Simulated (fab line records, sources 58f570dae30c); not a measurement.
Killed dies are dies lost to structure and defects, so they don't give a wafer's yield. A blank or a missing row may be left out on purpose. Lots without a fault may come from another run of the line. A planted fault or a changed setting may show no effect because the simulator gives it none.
fab line records | flow berkeley_cmos170
record lots=5 wafers=23
route steps=331 shown CONTACT@217 V1@264 M2@289 V2@302 M3@310
start_h: hours from the record's first day to the start of the lot's first wafer shown | wait_h: hours since the lot's step before | " the same as in the row above | L1.1+2: a row that stands for several wafers | - no value, or no start given | * or withheld: withheld | < > ~ a bound
route shown NAME@n: a module of which the file shows steps, and the number in the route of the first | usual: mean/standard deviation of fault-free wafers | same: alike in all rows | chamber/n: place in a boat | sites: the reading at each site | _std_site: their standard deviation | _edge_site: outer sites' mean less inner sites' | radius_mm: how far each site lies from the wafer's centre | mask NAME#n: copy n | behind: the tool/chamber that last shaped the wafer | hold: why the lot was held/for how many hours/how that ended | device: the transistor (n, p or np) that didn't switch | end of line: the same wafers' tests at the end of the route | a step without rows: its recipe alone | killed: dies lost to structure and defects at the first sort, not the wafer's yield | map: a wafer's dies, x killed, . not, _ none there
set.NAME: the setting as run; set.NAME@STEP: as run at that earlier step | model.NAME: the simulator's own value behind a step, which no gauge read
lots whose settings were changed on purpose; a table a step, a row a wafer
## steps
# step UCB170_CONTACT_CVD_01
# recipe material=PSG target_thk_nm=700 temp_c=450 precursor=SiH4/O2/PH3 time_s=2820 pressure_mtorr=300 sih4_flow_sccm=60 o2_flow_sccm=90 ph3_flow_sccm=25
# columns lot.wafer tool chamber start_h wait_h set.time_s model.PSG_of_CONTACT_CVD_01.thk_nm
L075.2 - - - 1.5 2991 744
L075.3 " - " " 2991 744.5
L075.4 " - " " 2991 738.2
L075.5 " - " " 2991 742.3
L075.6 " - " " 2991 742.2
L080.2 - - - 1.2 2701 668.5
L080.3 " - " " 2701 663.4
L080.4 " - " " 2701 664.4
L080.5 " - " " 2701 663.2
L080.6 " - " " 2701 668
L081.1 - - - 1.4 2432 615.1
L081.2 " - " " 2432 612
L081.3 " - " " 2432 608.8
L081.4 " - " " 2432 614.9
L081.5 " - " " 2432 612.3
L084.1 lpcvd-01 1 185.19 0.0 2820 718.7
L084.4 " 1 " " 2820 709.4
L084.5 " 1 " " 2820 719.8
L085.1 - - - 0.8 3033 758.9
L085.2 " - " " 3033 757.7
L085.3 " - " " 3033 753.1
L085.4 " - " " 3033 761.6
L085.6 " - " " 3033 754.4
# step UCB170_CONTACT_THK_MEAS_02
# recipe reads=PSG_of_CONTACT_CVD_01
# usual CONTACT_PSG_THK=702/7.5
# columns lot.wafer tool chamber start_h wait_h set.time_s@CONTACT_CVD_01 CONTACT_PSG_THK[nm]
L075.2 film_metro-03 - - - 2991 744
L075.3 " - " " 2991 745
L075.4 " - " " 2991 739
L075.5 " - " " 2991 742
L075.6 " - " " 2991 742
L081.1 film_metro-01 - - - 2432 615
L081.2 " - " " 2432 612
L081.3 " - " " 2432 609
L081.4 " - " " 2432 615
L081.5 " - " " 2432 612
L080.2 film_metro-02 - - - 2701 669
L080.3 " - " " 2701 663
L080.4 " - " " 2701 665
L080.5 " - " " 2701 663
L080.6 " - " " 2701 669
L084.1 film_metro-02 - 186.97 0.0 2820 719
L084.4 " - " " 2820 709
L084.5 " - " " 2820 720
L085.1 film_metro-01 - - - 3033 760
L085.2 " - " " 3033 758
L085.3 " - " " 3033 753
L085.4 " - " " 3033 762
L085.6 " - " " 3033 754
# step UCB170_CONTACT_COAT_04
# recipe resist=KrF spin_rpm=1500 resist_thk_nm=900
# columns lot.wafer tool chamber start_h wait_h set.spin_rpm model.KrF_of_CONTACT_COAT_04.thk_nm
L075.2 litho_track-01 0 139.19 0.1 1500 903.7
L075.3 " 0 " " 1388 936.6
L075.4 " 0 " " 1388 937.9
L075.5 " 0 " " 1388 936.2
L075.6 " 0 " " 1500 900
L081.1 litho_track-02 0 168.28 0.1 1609 872.8
L081.2 " 0 " " 1500 901.8
L081.3 " 0 " " 1500 903.6
L081.4 " 0 " " 1609 871.6
L081.5 " 0 " " 1609 871.3
L080.2 litho_track-01 0 168.46 0.1 1500 898.8
L080.3 " 0 " " 1530 886.1
L080.4 " 0 " " 1530 890.3
L080.5 " 0 " " 1500 896.8
L080.6 " 0 " " 1530 889.7
L084.1 litho_track-03 0 187.18 0.1 1500 903.5
L084.4 " 0 " " 1500 905.8
L084.5 " 0 " " 1500 904.3
L085.1 litho_track-01 0 191.38 0.1 1500 901.3
L085.2 " 0 " " 1399 932.4
L085.3 " 0 " " 1500 901.2
L085.4 " 0 " " 1399 932.8
L085.6 " 0 " " 1399 932.9
# step UCB170_CONTACT_SOFTBAKE_05
# recipe resist=KrF temp_c=130 time_s=60
# step UCB170_CONTACT_STRIP_06
# recipe chemistry=O2 power_w=400 pressure_mtorr=3500 platen_temp_c=withheld o2_flow_sccm=400 overash_fraction=0.5
# usual strip_time_to_endpoint_s=22.01/0.058
# columns lot.wafer tool chamber start_h wait_h set.spin_rpm@CONTACT_COAT_04 strip_time_to_endpoint_s
L075.2 plasma_asher-01 1 139.47 0.1 1500 22.05
L075.3 " 0 " " 1388 22.85
L075.4 " 1 " " 1388 22.88
L075.5 " 1 " " 1388 22.83
L075.6 " 0 " " 1500 21.96
L081.1 plasma_asher-04 0 168.58 0.1 1609 21.31
L081.2 " 1 " " 1500 22.02
L081.3 " 1 " " 1500 22.06
L081.4 " 0 " " 1609 21.30
L081.5 " 0 " " 1609 21.29
L080.2 plasma_asher-01 0 168.74 0.1 1500 21.93
L080.3 " 0 " " 1530 21.63
L080.4 " 1 " " 1530 21.74
L080.5 " 1 " " 1500 21.89
L080.6 " 0 " " 1530 21.71
L084.1 plasma_asher-04 0 187.48 0.1 1500 22.04
L084.4 " 1 " " 1500 22.10
L084.5 " 1 " " 1500 22.07
L085.1 plasma_asher-04 1 191.68 0.1 1500 22.00
L085.2 " 0 " " 1399 22.73
L085.3 " 1 " " 1500 21.99
L085.4 " 0 " " 1399 22.75
L085.6 " 0 " " 1399 22.76
# step UCB170_V1_PEB_10
# recipe peb_temp_c=130 peb_time_s=withheld resist=KrF
# columns lot.wafer tool chamber start_h wait_h set.peb_temp_c
L075.2+3+6 litho_track-03 0 148.69 0.5 130
L075.4+5 " 0 " " 127.3
L081.1+3 litho_track-03 0 177.38 0.1 130
L081.2+4+5 " 0 " " 126.8
L080.2+3+4 litho_track-03 0 177.68 0.1 127.7
L080.5+6 " 0 " " 130
L084.1+4+5 litho_track-03 0 199.24 0.3 130
L085.1+2 litho_track-04 0 200.63 0.1 131.3
L085.3+4+6 " 0 " " 130
# step UCB170_V1_DEVELOP_11
# recipe developer=TMAH develop_time_s=45 resist=KrF dev_temp_c=21
# step UCB170_V1_CD_MEAS_12
# recipe target_cd_nm=700
# usual cd_nm=700.1/1.1
# columns lot.wafer tool chamber start_h wait_h set.peb_temp_c@V1_PEB_10 cd_nm
L075.2 cd_sem-01 - 148.96 - 130 698.8
L075.3 " - " " 130 700.6
L075.4 " - " " 127.3 679.1
L075.5 " - " " 127.3 677.5
L075.6 " - " " 130 699.0
L081.1 cd_sem-01 - 177.65 - 130 698.9
L081.2 " - " " 126.8 676.7
L081.3 " - " " 130 699.0
L081.4 " - " " 126.8 677.2
L081.5 " - " " 126.8 675.8
L080.2 cd_sem-02 - 177.95 - 127.7 682.9
L080.3 " - " " 127.7 684.4
L080.4 " - " " 127.7 683.6
L080.5 " - " " 130 700.7
L080.6 " - " " 130 700.4
L084.1 cd_sem-02 - 199.52 - 130 700.6
L084.4 " - " " 130 698.8
L084.5 " - " " 130 699.3
L085.1 cd_sem-01 - 200.91 - 131.3 707.4
L085.2 " - " " 131.3 707.4
L085.3 " - " " 130 699.1
L085.4 " - " " 130 699.0
L085.6 " - " " 130 699.2
# step UCB170_V1_ETCH_14
# recipe chemistry=CHF3/CF4/Ar target=SiO2 stop_on=Al CHF3_flow_sccm=45 cf4_flow_sccm=15 Ar_flow_sccm=150 pressure_mtorr=200 rf_w=712.2 target_depth_a=12500 over_etch_frac=0.25 time_s=291
# columns lot.wafer tool chamber start_h wait_h set.peb_temp_c@V1_PEB_10 model.V1.cd_nm
L075.2 rie_diel-02 2 149.10 0.0 130 698.8
L075.3 " 1 " " 130 700.3
L075.4 " 3 " " 127.3 678.6
L075.5 " 2 " " 127.3 678.3
L075.6 " 3 " " 130 699.7
L081.1 rie_diel-02 2 177.81 0.0 130 699.9
L081.2 " 0 " " 126.8 677.3
L081.3 " 1 " " 130 698.9
L081.4 " 3 " " 126.8 677.5
L081.5 " 1 " " 126.8 675.9
L080.2 rie_diel-01 3 178.08 0.0 127.7 683.7
L080.3 " 1 " " 127.7 685.1
L080.4 " 2 " " 127.7 684.4
L080.5 " 3 " " 130 700.5
L080.6 " 2 " " 130 701
L084.1 rie_diel-02 3 199.67 0.0 130 700.5
L084.4 " 0 " " 130 699.6
L084.5 " 1 " " 130 699.4
L085.1 rie_diel-01 1 201.06 0.0 131.3 707.5
L085.2 " 0 " " 131.3 707.2
L085.3 " 3 " " 130 699.4
L085.4 " 2 " " 130 699.5
L085.6 " 3 " " 130 698.9
# step UCB170_V1_STRIP_15
# recipe chemistry=O2 power_w=400 pressure_mtorr=3500 platen_temp_c=withheld o2_flow_sccm=400 overash_fraction=0.5
# step UCB170_V1_CD_MEAS_90
# recipe target_cd_nm=700
# usual cd_nm=700.5/1.1
# columns lot.wafer tool chamber start_h wait_h set.peb_temp_c@V1_PEB_10 cd_nm
L075.2 cd_sem-01 - 149.40 0.1 130 698.6
L075.3 " - " " 130 700.7
L075.4 " - " " 127.3 678.8
L075.5 " - " " 127.3 678.4
L075.6 " - " " 130 699.6
L081.1 cd_sem-01 - 178.09 0.1 130 700.2
L081.2 " - " " 126.8 677.5
L081.3 " - " " 130 699.3
L081.4 " - " " 126.8 677.3
L081.5 " - " " 126.8 675.9
L080.2 cd_sem-02 - 178.38 0.1 127.7 683.5
L080.3 " - " " 127.7 685.0
L080.4 " - " " 127.7 684.3
L080.5 " - " " 130 700.0
L080.6 " - " " 130 700.8
L084.1 cd_sem-02 - 199.95 0.1 130 700.9
L084.4 " - " " 130 699.9
L084.5 " - " " 130 699.5
L085.1 cd_sem-02 - 201.34 0.1 131.3 707.5
L085.2 " - " " 131.3 707.3
L085.3 " - " " 130 699.4
L085.4 " - " " 130 699.6
L085.6 " - " " 130 698.5
# step UCB170_M2_METAL_ETCH_18
# recipe chemistry=Cl2/BCl3 target=Al stop_on=SiO2 pressure_mtorr=12 target_depth_a=11700 over_etch_frac=0.3 time_s=195 icp_w=600 bias_w=120 Cl2_flow_sccm=90 bcl3_flow_sccm=45
# columns lot.wafer tool chamber start_h wait_h set.icp_w model.KrF_of_M2_COAT_10.thk_nm model.SiO2_of_V1_CVD_00.thk_nm
L075.2 rie_metal-01 0 152.38 - 600 242.1 938.5
L075.3 " 0 " " 559.1 284.7 943.2
L075.4 " 1 " " 600 231.4 938.5
L075.5 " 1 " " 559.1 272.4 940.8
L075.6 " 0 " " 600 246.2 940.9
L081.1 rie_metal-04 0 180.86 - 657 185.2 933.2
L081.2 " 1 " " 600 238.8 939.6
L081.3 " 0 " " 600 238.4 939.2
L081.4 " 1 " " 657 193.7 933.4
L081.5 " 0 " " 600 242.6 940.4
L080.2 rie_metal-01 1 181.16 - 580.5 258.4 939.5
L080.3 " 0 " " 600 253.5 939.9
L080.4 " 1 " " 580.5 254.4 940.6
L080.5 " 1 " " 580.5 255.7 940.9
L080.6 " 0 " " 600 244.6 937.4
L084.1 rie_metal-04 1 202.51 - 600 235.4 941.4
L084.4 " 1 " " 600 240 940.1
L084.5 " 0 " " 600 237.4 940.1
L085.1 rie_metal-01 0 203.73 - 600 248.6 939.5
L085.2 " 1 " " 600 236.4 940
L085.3 " 1 " " 668.4 165.8 931.2
L085.4 " 0 " " 668.4 182.2 933.3
L085.6 " 0 " " 600 249.7 938.4
# step UCB170_M2_STRIP_19
# recipe chemistry=O2 power_w=400 pressure_mtorr=3500 platen_temp_c=withheld o2_flow_sccm=400 overash_fraction=0.5
# usual oes_product_au=0.568/0.01
# columns lot.wafer tool chamber start_h wait_h set.icp_w@M2_METAL_ETCH_18 oes_product_au
L075.2 plasma_asher-02 0 152.57 0.1 600 0.577
L075.3 " 0 " " 559.1 0.629
L075.4 " 1 " " 600 0.559
L075.5 " 0 " " 559.1 0.604
L075.6 " 1 " " 600 0.578
L081.1 plasma_asher-01 1 181.05 0.1 657 0.503
L081.2 " 0 " " 600 0.563
L081.3 " 0 " " 600 0.571
L081.4 " 1 " " 657 0.530
L081.5 " 0 " " 600 0.579
L080.2 plasma_asher-02 1 181.35 0.1 580.5 0.590
L080.3 " 0 " " 600 0.588
L080.4 " 1 " " 580.5 0.585
L080.5 " 1 " " 580.5 0.587
L080.6 " 0 " " 600 0.578
L084.1 plasma_asher-02 1 202.70 0.1 600 0.566
L084.4 " 1 " " 600 0.566
L084.5 " 0 " " 600 0.569
L085.1 plasma_asher-04 0 203.92 0.1 600 0.581
L085.2 " 1 " " 600 0.572
L085.3 " 1 " " 668.4 0.493
L085.4 " 0 " " 668.4 0.512
L085.6 " 1 " " 600 0.581
# step UCB170_V2_PEB_10
# recipe peb_temp_c=130 peb_time_s=withheld resist=KrF
# columns lot.wafer tool chamber start_h wait_h set.peb_temp_c
L075.2+4 litho_track-03 0 154.57 0.1 130
L075.3+5+6 " 0 " " 128.7
L080.2+3+4+5+6 litho_track-02 0 184.28 0.4 130
L081.1+3 litho_track-02 0 184.53 0.4 133.2
L081.2+4+5 " 0 " " 130
L084.1+4+5 litho_track-03 0 205.13 0.5 130
L085.1+2+3 litho_track-03 0 206.41 0.4 130
L085.4+6 " 0 " " 133.4
# step UCB170_V2_DEVELOP_11
# recipe developer=TMAH develop_time_s=45 resist=KrF dev_temp_c=21
# step UCB170_V2_CD_MEAS_12
# recipe target_cd_nm=700
# usual cd_nm=700.1/1.2
# columns lot.wafer tool chamber start_h wait_h set.peb_temp_c@V2_PEB_10 cd_nm
L075.2 cd_sem-01 - 154.95 - 130 700.3
L075.3 " - " " 128.7 690.3
L075.4 " - " " 130 700.0
L075.5 " - " " 128.7 691.1
L075.6 " - " " 128.7 690.8
L080.2 cd_sem-02 - 184.55 - 130 700.6
L080.3 " - " " 130 701.3
L080.4 " - " " 130 702.3
L080.5 " - " " 130 702.4
L080.6 " - " " 130 701.8
L081.1 cd_sem-01 - 184.81 - 133.2 715.7
L081.2 " - " " 130 699.0
L081.3 " - " " 133.2 715.8
L081.4 " - " " 130 697.8
L081.5 " - " " 130 697.8
L084.1 cd_sem-02 - 205.43 - 130 699.4
L084.4 " - " " 130 698.8
L084.5 " - " " 130 699.6
L085.1 cd_sem-01 - 206.68 - 130 699.6
L085.2 " - " " 130 699.4
L085.3 " - " " 130 700.0
L085.4 " - " " 133.4 717.1
L085.6 " - " " 133.4 717.3
# step UCB170_V2_ETCH_14
# recipe chemistry=CHF3/CF4/Ar target=SiO2 stop_on=Al CHF3_flow_sccm=45 cf4_flow_sccm=15 Ar_flow_sccm=150 pressure_mtorr=200 rf_w=700 target_depth_a=12500 over_etch_frac=0.25 time_s=291
# columns lot.wafer tool chamber start_h wait_h set.peb_temp_c@V2_PEB_10 model.V2.cd_nm
L075.2 rie_diel-01 1 155.08 0.0 130 701.2
L075.3 " 2 " " 128.7 690.5
L075.4 " 3 " " 130 700.3
L075.5 " 1 " " 128.7 691.9
L075.6 " 0 " " 128.7 690.6
L080.2 rie_diel-04 1 184.69 0.0 130 700.6
L080.3 " 0 " " 130 700.9
L080.4 " 3 " " 130 702.1
L080.5 " 1 " " 130 701.8
L080.6 " 0 " " 130 702.3
L081.1 rie_diel-01 1 184.96 0.0 133.2 716.9
L081.2 " 0 " " 130 698.5
L081.3 " 3 " " 133.2 716.6
L081.4 " 2 " " 130 698.3
L081.5 " 1 " " 130 698.2
L084.1+5 rie_diel-04 0,3 205.59 0.0 130 699.2
L084.4 " 3 " " 130 698.2
L085.1 rie_diel-04 3 206.84 0.0 130 698.5
L085.2 " 0 " " 130 698.7
L085.3 " 1 " " 130 699.1
L085.4 " 2 " " 133.4 716.8
L085.6 " 1 " " 133.4 716.4
# step UCB170_V2_STRIP_15
# recipe chemistry=O2 power_w=400 pressure_mtorr=3500 platen_temp_c=withheld o2_flow_sccm=400 overash_fraction=0.5
# step UCB170_V2_CD_MEAS_90
# recipe target_cd_nm=700
# usual cd_nm=700.2/1.3
# columns lot.wafer tool chamber start_h wait_h set.peb_temp_c@V2_PEB_10 cd_nm
L075.2 cd_sem-01 - 155.38 0.1 130 701.4
L075.3 " - " " 128.7 690.4
L075.4 " - " " 130 700.3
L075.5 " - " " 128.7 692.1
L075.6 " - " " 128.7 690.7
L080.2 cd_sem-01 - 184.98 0.1 130 700.7
L080.3 " - " " 130 700.7
L080.4 " - " " 130 701.8
L080.5 " - " " 130 702.1
L080.6 " - " " 130 702.4
L081.1 cd_sem-02 - 185.24 0.1 133.2 717.0
L081.2 " - " " 130 698.5
L081.3 " - " " 133.2 716.5
L081.4 " - " " 130 698.1
L081.5 " - " " 130 698.4
L084.1 cd_sem-01 - 205.86 0.1 130 699.3
L084.4 " - " " 130 698.2
L084.5 " - " " 130 699.3
L085.1 cd_sem-01 - 207.12 0.1 130 698.3
L085.2 " - " " 130 698.7
L085.3 " - " " 130 699.4
L085.4 " - " " 133.4 716.8
L085.6 " - " " 133.4 716.4
# step UCB170_M3_SPUTTER_01
# recipe material=Al target_thk_nm=900 time_s=120 power_w=6000 chamber_pressure_pa=0.5
# columns lot.wafer tool chamber start_h wait_h set.time_s model.Al_of_M3_SPUTTER_01.thk_nm
L075.2 pvd_sputter-04 - 155.55 0.0 120 916
L075.3 " - " " 103.1 776
L075.4 " - " " 103.1 778.4
L075.5 " - " " 120 917.4
L075.6 " - " " 103.1 788.6
L080.2 pvd_sputter-04 - 185.15 0.0 131.7 990
L080.3 " - " " 131.7 990.8
L080.4 " - " " 120 899.8
L080.5 " - " " 120 899.4
L080.6 " - " " 131.7 986.4
L081.1 pvd_sputter-01 - 185.43 0.0 120 892.2
L081.2 " - " " 109.7 819.2
L081.3 " - " " 120 898
L081.4 " - " " 120 896.8
L081.5 " - " " 109.7 818.5
L084.1 pvd_sputter-04 - 206.05 0.0 120 909
L084.4 " - " " 120 908.2
L084.5 " - " " 120 908.7
L085.1 pvd_sputter-04 - 207.30 0.0 107.1 813.6
L085.2 " - " " 120 900.9
L085.3 " - " " 107.1 820.9
L085.4 " - " " 120 911.7
L085.6 " - " " 107.1 815.3
# step UCB170_M3_RS_MEAS_02
# recipe thk_meas_gauge=four-point-probe reads=Al_of_M3_SPUTTER_01
# usual M3_AL_RS=0.0320/0.00032
# columns lot.wafer tool chamber start_h wait_h set.time_s@M3_SPUTTER_01 M3_AL_RS[ohm/sq]
L075.2 film_metro-04 - 155.65 0.1 120 0.0315
L075.3 " - " " 103.1 0.0374
L075.4 " - " " 103.1 0.0372
L075.5 " - " " 120 0.0315
L075.6 " - " " 103.1 0.0368
L080.2 film_metro-02 - 185.25 0.1 131.7 0.0292
L080.3 " - " " 131.7 0.0292
L080.4 " - " " 120 0.0322
L080.5 " - " " 120 0.0323
L080.6 " - " " 131.7 0.0293
L081.1 film_metro-04 - 185.51 0.0 120 0.0325
L081.2 " - " " 109.7 0.0354
L081.3 " - " " 120 0.0322
L081.4 " - " " 120 0.0322
L081.5 " - " " 109.7 0.0354
L084.1 film_metro-04 - 206.13 0.0 120 0.0317
L084.4 " - " " 120 0.0318
L084.5 " - " " 120 0.0317
L085.1 film_metro-04 - 207.39 0.0 107.1 0.0355
L085.2 " - " " 120 0.0321
L085.3 " - " " 107.1 0.0353
L085.4 " - " " 120 0.0317
L085.6 " - " " 107.1 0.0355
# step UCB170_M3_THK_MEAS_03
# recipe thk_meas_gauge=xrf reads=Al_of_M3_SPUTTER_01
# usual M3_AL_THK=905/9.1
# columns lot.wafer tool chamber start_h wait_h set.time_s@M3_SPUTTER_01 M3_AL_THK[nm]
L075.2 film_metro-04 - 155.76 0.1 120 921
L075.3 " - " " 103.1 782
L075.4 " - " " 103.1 783
L075.5 " - " " 120 917
L075.6 " - " " 103.1 796
L080.2 film_metro-02 - 185.36 0.1 131.7 992
L080.3 " - " " 131.7 994
L080.4 " - " " 120 902
L080.5 " - " " 120 905
L080.6 " - " " 131.7 984
L081.1 film_metro-04 - 185.63 0.1 120 896
L081.2 " - " " 109.7 827
L081.3 " - " " 120 897
L081.4 " - " " 120 901
L081.5 " - " " 109.7 820
L084.1 film_metro-04 - 206.25 0.1 120 912
L084.4 " - " " 120 914
L084.5 " - " " 120 908
L085.1 film_metro-04 - 207.51 0.1 107.1 811
L085.2 " - " " 120 908
L085.3 " - " " 107.1 821
L085.4 " - " " 120 909
L085.6 " - " " 107.1 810
## key
split step=UCB170_CONTACT_CVD_01 setting=time_s stated=2820 by=lot
response step=UCB170_CONTACT_CVD_01 reading=model.PSG_of_CONTACT_CVD_01.thk_nm change=+6.82 per=1% r=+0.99
response step=UCB170_CONTACT_THK_MEAS_02 reading=CONTACT_PSG_THK change=+6.82 per=1% r=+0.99
split step=UCB170_CONTACT_COAT_04 setting=spin_rpm stated=1500 by=wafer
response step=UCB170_CONTACT_COAT_04 reading=model.KrF_of_CONTACT_COAT_04.thk_nm change=-4.53 per=1% r=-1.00
response step=UCB170_CONTACT_STRIP_06 reading=strip_time_to_endpoint_s change=* per=1% r=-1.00
split step=UCB170_V1_PEB_10 setting=peb_temp_c stated=130 by=wafer
response step=UCB170_V1_CD_MEAS_12 reading=cd_nm change=+9.46 per=1% r=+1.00
response step=UCB170_V1_ETCH_14 reading=model.V1.cd_nm change=+9.4 per=1% r=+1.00
response step=UCB170_V1_CD_MEAS_90 reading=cd_nm change=+9.43 per=1% r=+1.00
split step=UCB170_M2_METAL_ETCH_18 setting=icp_w stated=600 by=wafer
response step=UCB170_M2_METAL_ETCH_18 reading=model.KrF_of_M2_COAT_10.thk_nm change=-5.68 per=1% r=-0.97
response step=UCB170_M2_METAL_ETCH_18 reading=model.SiO2_of_V1_CVD_00.thk_nm change=-0.597 per=1% r=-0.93
response step=UCB170_M2_STRIP_19 reading=oes_product_au change=-0.00612 per=1% r=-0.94
split step=UCB170_V2_PEB_10 setting=peb_temp_c stated=130 by=wafer
response step=UCB170_V2_CD_MEAS_12 reading=cd_nm change=+7.09 per=1% r=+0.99
response step=UCB170_V2_ETCH_14 reading=model.V2.cd_nm change=+7.32 per=1% r=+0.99
response step=UCB170_V2_CD_MEAS_90 reading=cd_nm change=+7.31 per=1% r=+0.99
split step=UCB170_M3_SPUTTER_01 setting=time_s stated=120 by=wafer
response step=UCB170_M3_SPUTTER_01 reading=model.Al_of_M3_SPUTTER_01.thk_nm change=+9.13 per=1% r=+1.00
response step=UCB170_M3_RS_MEAS_02 reading=M3_AL_RS change=-0.000358 per=1% r=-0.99
response step=UCB170_M3_THK_MEAS_03 reading=M3_AL_THK change=+9.03 per=1% r=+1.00
